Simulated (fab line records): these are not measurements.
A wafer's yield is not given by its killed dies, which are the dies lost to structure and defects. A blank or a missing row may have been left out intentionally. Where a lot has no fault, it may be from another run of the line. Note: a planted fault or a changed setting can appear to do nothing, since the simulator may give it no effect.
Struck lot and sound lot, side by side | flow rit_cmos | 18 steps out of a route of 202
Sound: wafers L232.1, L232.3, L232.5. Wafers L240.1, L240.3, L240.4 were the ones struck. At the end, the cause is stated.
For every step that has rows: the tool of each side, followed by ch and its chambers, followed by its first start. Under that, the readings that differ: sound wafers | struck wafers | difference of the means | sigmas: that difference in standard deviations of wafers without a fault.
alike: same words and numbers on both sides, and readings whose means sit less than 2 such deviations apart. not compared: any withheld reading, any reading some wafer has no value for, any bound like >300 that may hide the same value, and any number with overlapping values for which the record gives no deviation.
Wherever a step has rows on one side only, a row that says differs or no value, or a row with sigmas, the two part there. Numbers that don't overlap but have no deviation are shown without sigmas and don't part them. Lack of a reading on every wafer of one side parts them only where that side has two or more wafers.

first, 1 step without rows for these wafers: RIT_SILICIDE_WET_ETCH_00 (etches SiO2 in BOE, target depth 14 nm, time 15 s).
RIT_SILICIDE_SPUTTER_01: material Ti, target thk 30 nm, time 229.8 s.
  struck on pvd_sputter-04, day 7 00:51; sound on pvd_sputter-04, day 5 09:13
  alike: cathode_dc_power_W, substrate_temp_c, throttle_valve_pct
RIT_SILICIDE_RS_MEAS_02: measurement is done with a four-point probe.
  struck on film_metro-01, day 7 01:00; sound on film_metro-02, day 5 09:22
  alike: SILICIDE_TI_RS
RIT_SILICIDE_THK_MEAS_03: measures by xrf.
  struck on film_metro-01, day 7 01:07; sound on film_metro-02, day 5 09:29
  alike: SILICIDE_TI_THK
RIT_SILICIDE_RTA_04: time 10 s, ramp up 5 s, ramp down 5 s.
  sound on rtp_anneal-01 ch 0, day 5 09:32; struck on rtp_anneal-01 ch 0, day 7 01:11
  alike: wafer_temp_C_max
then, 1 step without rows for these wafers: RIT_SILICIDE_WET_ETCH_05 (etches Ti in SPM, time 120 s).
RIT_SILICIDE_RTA_06: time 10 s, ramp up 5 s, ramp down 10 s.
  sound on rtp_anneal-02 ch 0, day 5 09:42; struck on rtp_anneal-02 ch 0, day 7 01:17
  alike: wafer_temp_C_max
RIT_CONTACT_CVD_00: deposits SiO2 from TEOS, target thk 400 nm, time 61 s.
  sound on pecvd-02 ch 0,2, day 5 09:46; struck on pecvd-04 ch 1,2, day 7 01:21
  alike: heater_power_w
  not compared: since_wet_clean_h
RIT_CONTACT_THK_MEAS_01:
  struck on film_metro-01, day 7 01:24; sound on film_metro-03, day 5 09:49
  alike: CONTACT_TEOS_THK
then, 3 steps without rows for these wafers: RIT_CONTACT_HMDS_02 (prime time 60 s); RIT_CONTACT_COAT_03 (resist thk 1000 nm); RIT_CONTACT_SOFTBAKE_04 (time 58.15 s).
RIT_CONTACT_EXPOSE_05: exposes mask M11, target cd 1000 nm.
  sound on iline_stepper-01 ch 0, day 5 10:20; struck on iline_stepper-02 ch 0, day 7 02:04
  reading                         | sound                | struck               | difference | sigmas
  model.CONTACT.overlay_x_nm (nm) | 0.1609 0.1609 0.1609 | -150.7 -150.7 -150.7 | -150.9     |
  alike: mask, stage_vel_mm_s
then, 2 steps without rows for these wafers: RIT_CONTACT_PEB_06; RIT_CONTACT_DEVELOP_07 (develop time 120 s).
RIT_CONTACT_CD_MEAS_08: the cd target is 1000 nm.
  struck on cd_sem-01, day 7 02:35; sound on cd_sem-02, day 5 10:51
  alike: cd_nm
RIT_CONTACT_OVL_MEAS_09:
  struck on overlay-01, day 7 02:54; sound on overlay-01, day 5 10:58
  reading          | sound         | struck               | difference | sigmas
  CONTACT_OVL (nm) | 0.6 -2.3 -0.4 | -151.4 -151.7 -149.7 | -150.2     | -99 or more
  not compared: hold
RIT_M1_PROBE_99:
  sound wafers here have rows in the record (prober-02, day 5 16:16); struck ones have none

## WHERE THEY PART
First at RIT_CONTACT_OVL_MEAS_09; last, within this record, at RIT_M1_PROBE_99.

WHY: what had been put in by the simulator
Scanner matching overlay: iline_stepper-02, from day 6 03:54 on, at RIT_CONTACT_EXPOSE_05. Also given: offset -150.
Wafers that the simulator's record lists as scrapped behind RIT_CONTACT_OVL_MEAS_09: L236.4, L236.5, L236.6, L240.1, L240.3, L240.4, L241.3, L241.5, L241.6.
